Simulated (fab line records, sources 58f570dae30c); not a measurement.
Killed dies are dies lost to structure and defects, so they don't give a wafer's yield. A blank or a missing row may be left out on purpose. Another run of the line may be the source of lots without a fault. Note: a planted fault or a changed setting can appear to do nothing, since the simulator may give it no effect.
2 desks, one fault / flow berkeleyCmos170 / each desk has only its own numbers; what lay behind them comes last

METROLOGY DESK
What the gauges read, lot by lot, whatever tool the lot ran on: means of the sampled wafers that have a number. If a lot's mean is further than 4 standard deviations from the usual mean, the lot is out of limits and carries the mark OUT (the distance appears in the brackets).
Columns: A = M2_AL_RS at UCB170_M2_RS_MEAS_02, usual 0.0326 ohm/sq; B = cdNm at UCB170_M2_CD_MEAS_15, usual 700.1 nm; C = M2_OVL at UCB170_M2_OVL_MEAS_16, usual 5 nm
lot=L157; first seen here=day 8 12:14; A=0.0323; B=699.5; C=8
lot=L156; first seen here=day 8 12:21; A=0.0325; B=700.0; C=4
lot=L158; first seen here=day 9 09:45; A=0.0321; B=701.7; C=7
lot=L163; first seen here=day 9 18:20; A=0.0326; B=701.9; C=8
lot=L162; first seen here=day 9 22:33; A=0.0321; B=700.6; C=2
lot=L164; first seen here=day 11 04:26; A=0.0325; B=698.7; C=3
lot=L165; first seen here=day 11 05:47; A=0.0327; B=701.5; C=3
lot=L166; first seen here=day 11 06:14; A=0.0323; B=700.8; C=-5
lot=L168; first seen here=day 11 07:17; A=0.0331; B=699.8; C=2
lot=L167; first seen here=day 11 07:26; A=0.0320; B=698.7; C=9
lot=L177; first seen here=day 13 23:07; A=0.0326; B=699.7; C=-0
lot=L179; first seen here=day 14 07:35; A=0.0331; B=701.0; C=10
lot=L175; first seen here=day 14 08:20; A=0.0325; B=700.5; C=3
lot=L174; first seen here=day 14 09:55; A=0.0328; B=701.9; C=2
Finding of this desk: none of the 14 lots has anything out of limits.

TOOL OWNER'S DESK, lithoTrack-03
The tool's own readings at UCB170_M2_PEB_13: means of the sampled wafers that have a number, for each lot that ran on this tool. If a lot's mean is further than 4 standard deviations from the usual mean, the lot is out of limits and carries the mark OUT (the distance appears in the brackets).
Columns: A = heaterPowerTotalW at UCB170_M2_PEB_13, usual 56.80 W; B = plateTempC at UCB170_M2_PEB_13, usual 130.01 C
lot=L157; first seen here=day 8 14:53; A=56.77; B=129.77
lot=L163; first seen here=day 9 19:49; A=56.78; B=129.96
lot=L162; first seen here=day 10 01:01; A=56.80; B=130.06
lot=L164; first seen here=day 11 06:16; A=56.81; B=130.09
lot=L165; first seen here=day 11 07:35; A=56.83; B=130.10
lot=L167; first seen here=day 11 09:20; A=56.74; B=129.93
lot=L175; first seen here=day 14 10:37; A=57.61 (+18) OUT; B=-
lot=L174; first seen here=day 14 11:25; A=57.66 (+20) OUT; B=-
This desk's finding: out of limits on L174, L175; first on L175, day 14 10:37 (heaterPowerTotalW at UCB170_M2_PEB_13). L157, L163, L162, L164, L165, L167: within limits.

PUT TOGETHER
The tool owner's desk had the chance to raise an alarm at day 14 10:37 on L174, L175.
At the metrology desk, nothing out of limits was observed.
The metrology desk has L174, L175 on record, within its limits.
All the named lots went through UCB170_M2_PEB_13 on lithoTrack-03.

WHAT THE SIMULATOR HAD PUT IN
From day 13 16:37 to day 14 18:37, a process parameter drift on lithoTrack-03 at UCB170_M2_PEB_13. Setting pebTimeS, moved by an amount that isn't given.
Struck lots among those shown: L174, L175.
Time in hours from fault onset to the first out-of-limits reading at each desk: the tool owner's desk, 18.
